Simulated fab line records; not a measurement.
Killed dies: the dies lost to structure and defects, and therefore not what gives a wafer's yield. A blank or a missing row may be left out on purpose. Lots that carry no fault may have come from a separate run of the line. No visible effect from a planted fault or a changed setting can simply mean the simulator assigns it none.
One fault through the eyes of 2 desks / flow berkeley_cmos170 / only its own numbers are on each desk; what lay behind them is given at the end

DESK OF THE TOOL OWNER: implanter-02
The tool's own readings at UCB170_PSD_IMPLANT_08, given as means over the sampled wafers that have a number, one for each lot that went through this tool. A lot is out of limits, marked OUT, if its mean lies more than 4 standard deviations from the usual mean; the brackets give that distance.
Columns: A = dose_ions_cm2 at UCB170_PSD_IMPLANT_08, usual 3e+15
lot=L731; first seen here=day 8 09:01; A=3e+15
lot=L733; first seen here=day 8 15:57; A=3e+15
lot=L740; first seen here=day 9 15:38; A=3e+15 (+38) OUT
lot=L742; first seen here=day 10 03:40; A=3e+15 (+38) OUT
Finding of this desk: L740, L742 out of limits; the first was L740 at day 9 15:38, on dose_ions_cm2 at UCB170_PSD_IMPLANT_08. In limits: L731, L733.

FROM THE METROLOGY DESK
Lot by lot, what the gauges showed, no matter which tool ran the lot: averages of those sampled wafers that carry a number. A lot is out of limits, marked OUT, if its mean lies more than 4 standard deviations from the usual mean; the brackets give that distance.
Columns: A = PSD_RS at UCB170_SDANNEAL_RS_MEAS_02, usual 75.5 ohm/sq
lot=L731; first seen here=day 8 15:23; A=75.5
lot=L732; first seen here=day 8 15:40; A=75.7
lot=L733; first seen here=day 8 18:53; A=75.5
lot=L740; first seen here=day 9 21:15; A=72.8 (-7.0) OUT
lot=L738; first seen here=day 9 21:27; A=75.2
lot=L742; first seen here=day 10 07:21; A=72.6 (-7.5) OUT
lot=L745; first seen here=day 10 19:33; A=76.1
lot=L746; first seen here=day 11 05:11; A=75.8
lot=L749; first seen here=day 11 05:50; A=75.5
lot=L753; first seen here=day 12 12:01; A=75.3
lot=L751; first seen here=day 12 12:17; A=75.4
lot=L754; first seen here=day 12 13:19; A=75.7
This desk's finding: out of limits on L740, L742; first on L740, day 9 21:15 (PSD_RS at UCB170_SDANNEAL_RS_MEAS_02). In limits: L731, L732, L733, L738, L745, L746, L749, L753, L751, L754.

PUT TOGETHER
An alarm could have come from the tool owner's desk at day 9 15:38, on L740, L742.
At day 9 21:15 the metrology desk could have sounded an alarm, on L740, L742.
All the named lots went through UCB170_PSD_IMPLANT_08 on implanter-02.

WHAT THE SIMULATOR PUT IN
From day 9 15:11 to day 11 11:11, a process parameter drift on implanter-02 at UCB170_PSD_IMPLANT_08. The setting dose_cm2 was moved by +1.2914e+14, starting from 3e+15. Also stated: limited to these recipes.
Shown lots that were struck: L740, L742.
Counting hours from when the fault started, the first reading out of limits came at 0 for the tool owner's desk and at 6 for the metrology desk.
